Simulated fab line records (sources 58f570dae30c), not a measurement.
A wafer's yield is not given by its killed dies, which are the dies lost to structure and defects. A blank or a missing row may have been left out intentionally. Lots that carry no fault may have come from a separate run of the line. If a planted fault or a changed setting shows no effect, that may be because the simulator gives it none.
fab line records | flow berkeley-cmos170
record: lots: 5 wafers: 23
route steps=331 shown START@3 NWELL@28 PWELL@42 ACTIVE@62 NVT@105 PVT@116 PLDD@146
start-h: the number of hours between the record's first day and the start of the first shown wafer of the lot | wait-h: time in hours since the lot's previous step | " as in the row above | L1.1+2: a row that stands for several wafers | - no value, or no start given | * or withheld: withheld | < > ~ a bound
route shown NAME@n: NAME is a module with steps in the file, n the number in the route of the first one | usual: the fault-free wafers' mean and standard deviation | same: alike in all rows | chamber/n: place in a boat | sites: readings site by site | _std_site: how widely they spread, as a standard deviation | _edge_site: mean of outer sites minus mean of inner sites | radius-mm: for every site, how far away it sits from the centre of the wafer | mask NAME#n: copy n | behind: tool/chamber where the wafer was last shaped | hold: the reason the lot was held/the length of the hold in hours/how it ended | device: which transistor (n, p or np) failed to switch | end of line: at the end of the route, the tests of the same wafers | where a step has no rows: the recipe by itself | killed: not the wafer's yield, but the dies lost to structure and defects at the first sort | map: shows each die of a wafer: x if killed, . if not, _ if none is there
set.NAME: the run value of the setting; set.NAME@STEP: its run value at that earlier step | model.NAME: the simulator's own value behind a step, which no gauge read
lots with deliberately changed settings; one table per step, one row per wafer
== steps ==
step: UCB170_START_OXIDATION_02
recipe: temp-c: 950 ambient: O2 target-thk-a: 200 ox-time-s: 1800
columns lot.wafer tool chamber start-h wait-h set.temp-c model.SiO2_of_START_OXIDATION_02.thk-nm
L075.2 - - - 4.1 964.2 23.01
L075.3 " - " " 964.2 22.94
L075.4 " - " " 964.2 23.28
L075.5 " - " " 964.2 23.25
L075.6 " - " " 964.2 23.22
L076.1 - - - 4.4 973.1 25.15
L076.2 " - " " 973.1 25.31
L076.4 " - " " 973.1 25.8
L076.5 " - " " 973.1 25.25
L076.6 " - " " 973.1 25.35
L079.1 furnace-01 0 38.10 3.0 950 19.8
L079.4 " 0 " " 950 19.86
L079.6 " 0 " " 950 20.07
L081.1 - - - 0.9 973 24.87
L081.2 " - " " 973 25.19
L081.3 " - " " 973 25.13
L081.4 " - " " 973 25.14
L081.5 " - " " 973 25.22
L084.1+6 - - - 2.0 937.1 17.69
L084.2 " - " " 937.1 17.66
L084.3 " - " " 937.1 17.38
L084.5 " - " " 937.1 17.34
step: UCB170_START_THK_MEAS_03
recipe: reads: SiO2_of_START_OXIDATION_02
usual: START_OXIDE_THK: 20.1/0.37
columns lot.wafer tool chamber start-h wait-h set.temp-c@START_OXIDATION_02 START_OXIDE_THK[nm]
L075.2 film-metro-03 - - - 964.2 23.0
L075.3 " - " " 964.2 23.0
L075.4 " - " " 964.2 23.3
L075.5 " - " " 964.2 23.2
L075.6 " - " " 964.2 23.2
L076.1 film-metro-01 - - - 973.1 25.2
L076.2 " - " " 973.1 25.3
L076.4 " - " " 973.1 25.8
L076.5 " - " " 973.1 25.2
L076.6 " - " " 973.1 25.3
L079.1 film-metro-02 - 39.60 0.0 950 19.8
L079.4 " - " " 950 19.9
L079.6 " - " " 950 20.1
L081.1 film-metro-01 - - - 973 24.8
L081.2 " - " " 973 25.2
L081.3 " - " " 973 25.2
L081.4 " - " " 973 25.1
L081.5 " - " " 973 25.3
L084.1 film-metro-03 - - - 937.1 17.7
L084.2 " - " " 937.1 17.6
L084.3 " - " " 937.1 17.4
L084.5 " - " " 937.1 17.3
L084.6 " - " " 937.1 17.7
step: UCB170_NWELL_IMPLANT_14
recipe: species: P dose-cm2: 1e+13 energy-kev: 150 tilt-deg: 7
columns lot.wafer tool chamber start-h wait-h set.dose-cm2
L075.2+3 implanter-04 0 39.65 0.1 1e+13
L075.4+5+6 " 0 " " 1.038e+13
L076.1+2+6 implanter-04 0 46.05 0.1 1.064e+13
L076.4+5 " 0 " " 1e+13
L079.1+4+6 implanter-01 0 53.78 0.1 1e+13
L081.1+2+5 implanter-02 0 63.66 0.1 1e+13
L081.3+4 " 0 " " 1.026e+13
L084.1+2+3+5+6 implanter-02 0 78.59 0.1 1e+13
step: UCB170_NWELL_STRIP_15
recipe: chemistry: O2 power-w: 400 pressure-mtorr: 3500 platen-temp-c: withheld o2-flow-sccm: 400 overash-fraction: 0.5
step: UCB170_NWELL_TW_MEAS_16
usual: NWELL_TW: 1238/8.2
columns lot.wafer tool chamber start-h wait-h set.dose-cm2@NWELL_IMPLANT_14 NWELL_TW
L075.2 film-metro-04 - 39.88 0.1 1e+13 1230
L075.3 " - " " 1e+13 1230
L075.4 " - " " 1.038e+13 1245
L075.5 " - " " 1.038e+13 1247
L075.6 " - " " 1.038e+13 1246
L076.1 film-metro-02 - 46.30 0.1 1.064e+13 1274
L076.2 " - " " 1.064e+13 1267
L076.4 " - " " 1e+13 1249
L076.5 " - " " 1e+13 1255
L076.6 " - " " 1.064e+13 1272
L079.1 film-metro-04 - 54.03 0.1 1e+13 1229
L079.4 " - " " 1e+13 1229
L079.6 " - " " 1e+13 1235
L081.1 film-metro-02 - 63.91 0.1 1e+13 1246
L081.2 " - " " 1e+13 1249
L081.3 " - " " 1.026e+13 1256
L081.4 " - " " 1.026e+13 1253
L081.5 " - " " 1e+13 1249
L084.1 film-metro-04 - 78.84 0.1 1e+13 1236
L084.2 " - " " 1e+13 1237
L084.3 " - " " 1e+13 1237
L084.5 " - " " 1e+13 1235
L084.6 " - " " 1e+13 1231
step: UCB170_PWELL_COAT_08
recipe: resist: KrF spin-rpm: 1500 resist-thk-nm: 900
columns lot.wafer tool chamber start-h wait-h set.spin-rpm model.KrF_of_PWELL_COAT_08.thk-nm
L075.2 litho-track-04 0 54.71 0.1 1500 901.2
L075.3 " 0 " " 1411 926
L075.4 " 0 " " 1411 928.3
L075.5 " 0 " " 1500 901.4
L075.6 " 0 " " 1411 923.9
L076.1 litho-track-02 0 63.94 0.1 1500 897.2
L076.2 " 0 " " 1500 894.4
L076.4 " 0 " " 1500 896.7
L076.5 " 0 " " 1500 897.1
L076.6 " 0 " " 1500 892.8
L079.1 litho-track-02 0 69.64 0.1 1500 895.4
L079.4 " 0 " " 1500 896.2
L079.6 " 0 " " 1500 893.3
L081.1 litho-track-03 0 79.91 0.1 1450 911.6
L081.2 " 0 " " 1500 900.7
L081.3 " 0 " " 1450 910.2
L081.4 " 0 " " 1500 899.3
L081.5 " 0 " " 1450 915.7
L084.1 litho-track-02 0 90.14 0.1 1500 898.2
L084.2 " 0 " " 1391 934.6
L084.3 " 0 " " 1391 931.9
L084.5 " 0 " " 1500 896.3
L084.6 " 0 " " 1391 932.6
step: UCB170_PWELL_SOFTBAKE_09
recipe: resist: KrF temp-c: 130 time-s: 60
step: UCB170_PWELL_EXPOSE_10
recipe: mask-id: PWELL target-cd-nm: 3000 na: 0.5 sigma-outer: 0.6 source-shape: conventional dose-mj: 19
step: UCB170_PWELL_DEVELOP_12
recipe: developer: TMAH develop-time-s: 45 resist: KrF dev-temp-c: 21
step: UCB170_PWELL_ETCH_14
recipe: chemistry: CH3F/Ar/O2 target: Si3N4 stop-on: SiO2 CH3F_flow_sccm: 20 Ar_flow_sccm: 50 O2_flow_sccm: 7 pressure-mtorr: 50 rf-w: 450 target-depth-a: 2420 over-etch-frac: 0.1 time-s: 151
columns lot.wafer tool chamber start-h wait-h set.spin-rpm@PWELL_COAT_08 model.KrF_of_PWELL_COAT_08.thk-nm
L075.2 rie-diel-04 0 55.94 0.0 1500 723
L075.3 " 3 " " 1411 754.9
L075.4 " 1 " " 1411 746.4
L075.5 " 2 " " 1500 730.3
L075.6 " 1 " " 1411 743.2
L076.1 rie-diel-03 1 64.88 0.0 1500 711
L076.2 " 0 " " 1500 723.8
L076.4 " 3 " " 1500 711.1
L076.5 " 2 " " 1500 720.2
L076.6 " 1 " " 1500 706.8
L079.1 rie-diel-04 3 70.59 0.0 1500 727.6
L079.4 " 1 " " 1500 718
L079.6 " 2 " " 1500 721.4
L081.1 rie-diel-03 0 80.97 0.0 1450 743
L081.2 " 3 " " 1500 717.7
L081.3 " 1 " " 1450 725.6
L081.4 " 2 " " 1500 724
L081.5 " 1 " " 1450 732.7
L084.1 rie-diel-04 0 90.87 0.0 1500 722.7
L084.2 " 2 " " 1391 764.5
L084.3 " 3 " " 1391 761.6
L084.5 " 1 " " 1500 716.5
L084.6 " 0 " " 1391 757.1
step: UCB170_PWELL_IMPLANT_15
recipe: species: B dose-cm2: 5e+12 energy-kev: 60 tilt-deg: 7
columns lot.wafer tool chamber start-h wait-h set.dose-cm2
L075.2+4 implanter-02 0 56.07 0.1 4.722e+12
L075.3+5+6 " 0 " " 5e+12
L076.1+6 implanter-01 0 64.98 0.1 5e+12
L076.2+4+5 " 0 " " 4.642e+12
L079.1+4+6 implanter-03 0 70.69 0.1 5e+12
L081.1+2 implanter-03 0 81.07 0.1 4.713e+12
L081.3+4+5 " 0 " " 5e+12
L084.1+3+5 implanter-01 0 90.97 0.1 5.098e+12
L084.2+6 " 0 " " 5e+12
step: UCB170_PWELL_STRIP_16
recipe: chemistry: O2 power-w: 400 pressure-mtorr: 3500 platen-temp-c: withheld o2-flow-sccm: 400 overash-fraction: 0.5
usual: strip-time-to-endpoint-s: 18.06/0.16
columns lot.wafer tool chamber start-h wait-h set.spin-rpm@PWELL_COAT_08 strip-time-to-endpoint-s
L075.2 plasma-asher-02 1 56.19 0.1 1500 18.06
L075.3 " 0 " " 1411 18.82
L075.4 " 1 " " 1411 18.60
L075.5 " 1 " " 1500 18.24
L075.6 " 0 " " 1411 18.56
L076.1 plasma-asher-04 0 65.13 0.1 1500 17.75
L076.2 " 1 " " 1500 18.07
L076.4 " 1 " " 1500 17.77
L076.5 " 1 " " 1500 17.99
L076.6 " 0 " " 1500 17.67
L079.1 plasma-asher-02 1 70.84 0.1 1500 18.15
L079.4 " 0 " " 1500 17.93
L079.6 " 0 " " 1500 18.02
L081.1 plasma-asher-04 0 81.22 0.1 1450 18.53
L081.2 " 1 " " 1500 17.93
L081.3 " 1 " " 1450 18.12
L081.4 " 0 " " 1500 18.06
L081.5 " 0 " " 1450 18.28
L084.1 plasma-asher-04 1 91.12 0.1 1500 18.05
L084.2 " 0 " " 1391 19.06
L084.3 " 0 " " 1391 18.97
L084.5 " 1 " " 1500 17.91
L084.6 " 0 " " 1391 18.87
step: UCB170_PWELL_TW_MEAS_17
usual: PWELL_TW: 377/3.5
columns lot.wafer tool chamber start-h wait-h set.dose-cm2@PWELL_IMPLANT_15 PWELL_TW
L075.2 film-metro-04 - 56.30 0.1 4.722e+12 364
L075.3 " - " " 5e+12 374
L075.4 " - " " 4.722e+12 367
L075.5 " - " " 5e+12 376
L075.6 " - " " 5e+12 374
L076.1 film-metro-03 - 65.23 0.1 5e+12 382
L076.2 " - " " 4.642e+12 372
L076.4 " - " " 4.642e+12 373
L076.5 " - " " 4.642e+12 375
L076.6 " - " " 5e+12 382
L079.1 film-metro-04 - 70.94 0.1 5e+12 373
L079.4 " - " " 5e+12 374
L079.6 " - " " 5e+12 374
L081.1 film-metro-04 - 81.32 0.1 4.713e+12 368
L081.2 " - " " 4.713e+12 368
L081.3 " - " " 5e+12 376
L081.4 " - " " 5e+12 376
L081.5 " - " " 5e+12 376
L084.1 film-metro-04 - 91.22 0.1 5.098e+12 378
L084.2 " - " " 5e+12 375
L084.3 " - " " 5.098e+12 378
L084.5 " - " " 5.098e+12 377
L084.6 " - " " 5e+12 374
step: UCB170_ACTIVE_OXIDATION_02
recipe: temp-c: 1000 ambient: O2 target-thk-a: 264 ox-time-s: 1260
columns lot.wafer tool chamber start-h wait-h set.temp-c model.SiO2_of_ACTIVE_OXIDATION_02.thk-nm
L075.2 - - - 2.7 988.3 23.88
L075.3 " - " " 988.3 23.55
L075.4 " - " " 988.3 23.25
L075.5 " - " " 988.3 23.07
L075.6 " - " " 988.3 24.05
L076.1 - - - 1.2 972.8 21.09
L076.2 " - " " 972.8 21.02
L076.4 " - " " 972.8 20.86
L076.5 " - " " 972.8 20.58
L076.6 " - " " 972.8 20.5
L079.1 furnace-01 0 88.07 1.2 1000 26.4
L079.4 " 0 " " 1000 26.59
L079.6 " 0 " " 1000 26.83
L081.1 - - - 0.4 1009 28.96
L081.2 " - " " 1009 28.46
L081.3 " - " " 1009 28.52
L081.4 " - " " 1009 28.23
L081.5 " - " " 1009 28.36
L084.1+3 - - - 0.1 1015 30.61
L084.2 " - " " 1015 30.96
L084.5 " - " " 1015 30.8
L084.6 " - " " 1015 30.59
step: UCB170_ACTIVE_THK_MEAS_03
recipe: reads: SiO2_of_ACTIVE_OXIDATION_02
usual: ACTIVE_OXIDE_THK: 26.7/0.58
columns lot.wafer tool chamber start-h wait-h set.temp-c@ACTIVE_OXIDATION_02 ACTIVE_OXIDE_THK[nm]
L075.2 film-metro-03 - - - 988.3 23.9
L075.3 " - " " 988.3 23.6
L075.4 " - " " 988.3 23.2
L075.5 " - " " 988.3 23.0
L075.6 " - " " 988.3 24.1
L079.1 film-metro-01 - 89.42 0.0 1000 26.4
L079.4 " - " " 1000 26.6
L079.6 " - " " 1000 26.8
L076.1 film-metro-01 - - - 972.8 21.1
L076.2 " - " " 972.8 21.1
L076.4 " - " " 972.8 20.8
L076.5 " - " " 972.8 20.6
L076.6 " - " " 972.8 20.6
L081.1 film-metro-03 - - - 1009 29.0
L081.2 " - " " 1009 28.4
L081.3 " - " " 1009 28.5
L081.4 " - " " 1009 28.3
L081.5 " - " " 1009 28.3
L084.1 film-metro-02 - - - 1015 30.7
L084.2 " - " " 1015 31.0
L084.3 " - " " 1015 30.6
L084.5 " - " " 1015 30.8
L084.6 " - " " 1015 30.6
step: UCB170_NVT_COAT_01
recipe: resist: KrF spin-rpm: 1500 resist-thk-nm: 900
columns lot.wafer tool chamber start-h wait-h set.resist-thk-nm model.KrF_of_NVT_COAT_01.thk-nm
L075.2 litho-track-03 0 110.57 0.1 919 921.7
L075.3 " 0 " " 900 902.8
L075.4 " 0 " " 919 920.3
L075.5 " 0 " " 900 901.5
L075.6 " 0 " " 919 920.7
L076.1 litho-track-03 0 130.90 0.1 925.9 928.9
L076.2 " 0 " " 925.9 927.6
L076.4 " 0 " " 925.9 927.1
L076.5 " 0 " " 900 901.4
L076.6 " 0 " " 900 900.7
L079.1 litho-track-02 0 130.90 0.1 900 897.4
L079.4 " 0 " " 900 899.7
L079.6 " 0 " " 900 897.8
L081.1 litho-track-03 0 134.25 0.1 900 898.9
L081.2 " 0 " " 900 900.4
L081.3 " 0 " " 900 900
L081.4 " 0 " " 900 899.5
L081.5 " 0 " " 900 897.2
L084.1 litho-track-02 0 143.19 0.1 900 895.2
L084.2 " 0 " " 943 936.2
L084.3 " 0 " " 943 939.9
L084.5 " 0 " " 943 939
L084.6 " 0 " " 900 896.3
step: UCB170_NVT_SOFTBAKE_02
recipe: resist: KrF temp-c: 130 time-s: 60
step: UCB170_NVT_EXPOSE_03
recipe: mask-id: PWELL target-cd-nm: 3000 na: 0.5 sigma-outer: 0.6 source-shape: conventional dose-mj: 30
step: UCB170_NVT_IMPLANT_07
recipe: species: BF2 dose-cm2: 3e+12 energy-kev: 50 tilt-deg: 7
step: UCB170_NVT_STRIP_08
recipe: chemistry: O2 power-w: 400 pressure-mtorr: 3500 platen-temp-c: withheld o2-flow-sccm: 400 overash-fraction: 0.5
usual: strip-time-to-endpoint-s: 21.63/0.075
columns lot.wafer tool chamber start-h wait-h set.resist-thk-nm@NVT_COAT_01 strip-time-to-endpoint-s
L075.2 plasma-asher-03 0 112.15 0.1 919 22.15
L075.3 " 0 " " 900 21.68
L075.4 " 1 " " 919 22.11
L075.5 " 1 " " 900 21.67
L075.6 " 0 " " 919 22.13
L076.1 plasma-asher-01 0 131.90 0.1 925.9 22.33
L076.2 " 1 " " 925.9 22.29
L076.4 " 0 " " 925.9 22.28
L076.5 " 1 " " 900 21.66
L076.6 " 0 " " 900 21.64
L079.1 plasma-asher-03 1 132.15 0.1 900 21.56
L079.4 " 1 " " 900 21.63
L079.6 " 1 " " 900 21.57
L081.1 plasma-asher-03 0 135.61 0.1 900 21.61
L081.2 " 1 " " 900 21.64
L081.3 " 1 " " 900 21.62
L081.4 " 0 " " 900 21.62
L081.5 " 0 " " 900 21.56
L084.1 plasma-asher-02 0 144.67 0.1 900 21.51
L084.2 " 1 " " 943 22.50
L084.3 " 1 " " 943 22.57
L084.5 " 1 " " 943 22.56
L084.6 " 0 " " 900 21.55
step: UCB170_PVT_COAT_01
recipe: resist: KrF spin-rpm: 1500 resist-thk-nm: 900
columns lot.wafer tool chamber start-h wait-h set.spin-rpm model.KrF_of_PVT_COAT_01.thk-nm
L075.2 litho-track-03 0 115.28 0.1 1576 877.4
L075.3 " 0 " " 1576 879.8
L075.4 " 0 " " 1500 901.7
L075.5 " 0 " " 1576 877.1
L075.6 " 0 " " 1500 901.3
L076.1 litho-track-02 0 132.51 0.1 1403 928.9
L076.2 " 0 " " 1403 928.4
L076.4 " 0 " " 1500 896
L076.5 " 0 " " 1500 896.6
L076.6 " 0 " " 1500 897.4
L079.1 litho-track-03 0 133.08 0.1 1500 900.4
L079.4 " 0 " " 1500 904.5
L079.6 " 0 " " 1500 903.7
L081.1 litho-track-04 0 136.79 0.1 1500 899.6
L081.2 " 0 " " 1500 896.4
L081.3 " 0 " " 1500 899.5
L081.4 " 0 " " 1500 900.6
L081.5 " 0 " " 1500 900.1
L084.1 litho-track-03 0 146.23 0.1 1500 902.2
L084.2 " 0 " " 1559 884.6
L084.3 " 0 " " 1500 903.3
L084.5 " 0 " " 1559 883.7
L084.6 " 0 " " 1559 885.7
step: UCB170_PVT_IMPLANT_07
recipe: species: P dose-cm2: 2e+12 energy-kev: 30 tilt-deg: 7
columns lot.wafer tool chamber start-h wait-h set.dose-cm2
L075.2+4+5 implanter-01 0 116.34 0.0 2e+12
L075.3+6 " 0 " " 1.908e+12
L076.1+5+6 implanter-01 0 133.69 0.0 2e+12
L076.2+4 " 0 " " 1.876e+12
L079.1+4+6 implanter-02 0 134.30 0.0 2e+12
L081.1+2+5 implanter-04 0 137.84 0.0 2.112e+12
L081.3+4 " 0 " " 2e+12
L084.1+5+6 implanter-01 0 147.80 0.0 2e+12
L084.2+3 " 0 " " 2.077e+12
step: UCB170_PVT_STRIP_08
recipe: chemistry: O2 power-w: 400 pressure-mtorr: 3500 platen-temp-c: withheld o2-flow-sccm: 400 overash-fraction: 0.5
usual: strip-time-to-endpoint-s: 21.64/0.054
columns lot.wafer tool chamber start-h wait-h set.spin-rpm@PVT_COAT_01 strip-time-to-endpoint-s
L075.2 plasma-asher-04 1 116.46 0.1 1576 21.09
L075.3 " 1 " " 1576 21.15
L075.4 " 0 " " 1500 21.67
L075.5 " 1 " " 1576 21.08
L075.6 " 0 " " 1500 21.65
L076.1 plasma-asher-04 0 133.84 0.1 1403 22.33
L076.2 " 1 " " 1403 22.30
L076.4 " 0 " " 1500 21.54
L076.5 " 0 " " 1500 21.55
L076.6 " 1 " " 1500 21.58
L079.1 plasma-asher-02 0 134.45 0.1 1500 21.64
L079.4 " 1 " " 1500 21.72
L079.6 " 1 " " 1500 21.71
L081.1 plasma-asher-01 0 137.99 0.1 1500 21.63
L081.2 " 1 " " 1500 21.55
L081.3 " 0 " " 1500 21.62
L081.4 " 1 " " 1500 21.64
L081.5 " 0 " " 1500 21.64
L084.1 plasma-asher-04 1 147.95 0.1 1500 21.69
L084.2 " 0 " " 1559 21.28
L084.3 " 0 " " 1500 21.71
L084.5 " 1 " " 1559 21.23
L084.6 " 0 " " 1559 21.30
step: UCB170_PVT_TW_MEAS_09
usual: PVT_TW: 505/4.6
columns lot.wafer tool chamber start-h wait-h set.dose-cm2@PVT_IMPLANT_07 PVT_TW
L075.2 film-metro-04 - 116.57 0.1 2e+12 502
L075.3 " - " " 1.908e+12 496
L075.4 " - " " 2e+12 501
L075.5 " - " " 2e+12 503
L075.6 " - " " 1.908e+12 494
L076.1 film-metro-03 - 133.94 0.1 2e+12 512
L076.2 " - " " 1.876e+12 499
L076.4 " - " " 1.876e+12 502
L076.5 " - " " 2e+12 510
L076.6 " - " " 2e+12 513
L079.1 film-metro-04 - 134.55 0.1 2e+12 500
L079.4 " - " " 2e+12 505
L079.6 " - " " 2e+12 498
L081.1 film-metro-04 - 138.09 0.1 2.112e+12 510
L081.2 " - " " 2.112e+12 512
L081.3 " - " " 2e+12 502
L081.4 " - " " 2e+12 503
L081.5 " - " " 2.112e+12 510
L084.1 film-metro-04 - 148.05 0.1 2e+12 500
L084.2 " - " " 2.077e+12 506
L084.3 " - " " 2.077e+12 507
L084.5 " - " " 2e+12 503
L084.6 " - " " 2e+12 500
step: UCB170_PLDD_COAT_01
recipe: resist: KrF spin-rpm: 1500 resist-thk-nm: 900
columns lot.wafer tool chamber start-h wait-h set.resist-thk-nm model.KrF_of_PLDD_COAT_01.thk-nm
L075.2 litho-track-01 0 135.60 0.1 940.6 937.1
L075.3+4 " 0 " " 900 898.2
L075.5 " 0 " " 900 900.8
L075.6 " 0 " " 940.6 936.6
L076.1 litho-track-04 0 143.77 0.1 900 900
L076.2 " 0 " " 885.1 883.2
L076.4 " 0 " " 885.1 884.2
L076.5 " 0 " " 885.1 884.6
L076.6 " 0 " " 900 899.6
L079.1 litho-track-04 0 144.94 0.1 900 900.2
L079.4 " 0 " " 900 901.3
L079.6 " 0 " " 900 898.2
L081.1 litho-track-01 0 148.34 0.1 900 900.2
L081.2 " 0 " " 944.4 940.8
L081.3 " 0 " " 900 902.4
L081.4 " 0 " " 944.4 941.8
L081.5 " 0 " " 944.4 942.3
L084.1 litho-track-03 0 159.87 0.1 900 900.3
L084.2 " 0 " " 900 903.6
L084.3 " 0 " " 869.1 873.1
L084.5 " 0 " " 869.1 872.7
L084.6 " 0 " " 900 903.2
== key ==
split: step: UCB170_START_OXIDATION_02 setting: temp-c stated: 950 by: lot
response: step: UCB170_START_OXIDATION_02 reading: model.SiO2_of_START_OXIDATION_02.thk-nm change: +2.05 per: 1% r: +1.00
response: step: UCB170_START_THK_MEAS_03 reading: START_OXIDE_THK change: +2.04 per: 1% r: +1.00
split: step: UCB170_NWELL_IMPLANT_14 setting: dose-cm2 stated: 1e+13 by: wafer
response: step: UCB170_NWELL_TW_MEAS_16 reading: NWELL_TW change: +3.14 per: 1% r: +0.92
split: step: UCB170_PWELL_COAT_08 setting: spin-rpm stated: 1500 by: wafer
response: step: UCB170_PWELL_COAT_08 reading: model.KrF_of_PWELL_COAT_08.thk-nm change: -4.53 per: 1% r: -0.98
response: step: UCB170_PWELL_ETCH_14 reading: model.KrF_of_PWELL_COAT_08.thk-nm change: -4.76 per: 1% r: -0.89
response: step: UCB170_PWELL_STRIP_16 reading: strip-time-to-endpoint-s change: * per: 1% r: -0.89
split: step: UCB170_PWELL_IMPLANT_15 setting: dose-cm2 stated: 5e+12 by: wafer
response: step: UCB170_PWELL_TW_MEAS_17 reading: PWELL_TW change: +1.36 per: 1% r: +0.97
split: step: UCB170_ACTIVE_OXIDATION_02 setting: temp-c stated: 1000 by: lot
response: step: UCB170_ACTIVE_OXIDATION_02 reading: model.SiO2_of_ACTIVE_OXIDATION_02.thk-nm change: +2.32 per: 1% r: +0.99
response: step: UCB170_ACTIVE_THK_MEAS_03 reading: ACTIVE_OXIDE_THK change: +2.32 per: 1% r: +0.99
split: step: UCB170_NVT_COAT_01 setting: resist-thk-nm stated: 900 by: wafer
response: step: UCB170_NVT_COAT_01 reading: model.KrF_of_NVT_COAT_01.thk-nm change: +9.02 per: 1% r: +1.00
response: step: UCB170_NVT_STRIP_08 reading: strip-time-to-endpoint-s change: * per: 1% r: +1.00
split: step: UCB170_PVT_COAT_01 setting: spin-rpm stated: 1500 by: wafer
response: step: UCB170_PVT_COAT_01 reading: model.KrF_of_PVT_COAT_01.thk-nm change: -4.78 per: 1% r: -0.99
response: step: UCB170_PVT_STRIP_08 reading: strip-time-to-endpoint-s change: * per: 1% r: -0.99
split: step: UCB170_PVT_IMPLANT_07 setting: dose-cm2 stated: 2e+12 by: wafer
response: step: UCB170_PVT_TW_MEAS_09 reading: PVT_TW change: +1.59 per: 1% r: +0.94
split: step: UCB170_PLDD_COAT_01 setting: resist-thk-nm stated: 900 by: wafer
response: step: UCB170_PLDD_COAT_01 reading: model.KrF_of_PLDD_COAT_01.thk-nm change: +8.39 per: 1% r: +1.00
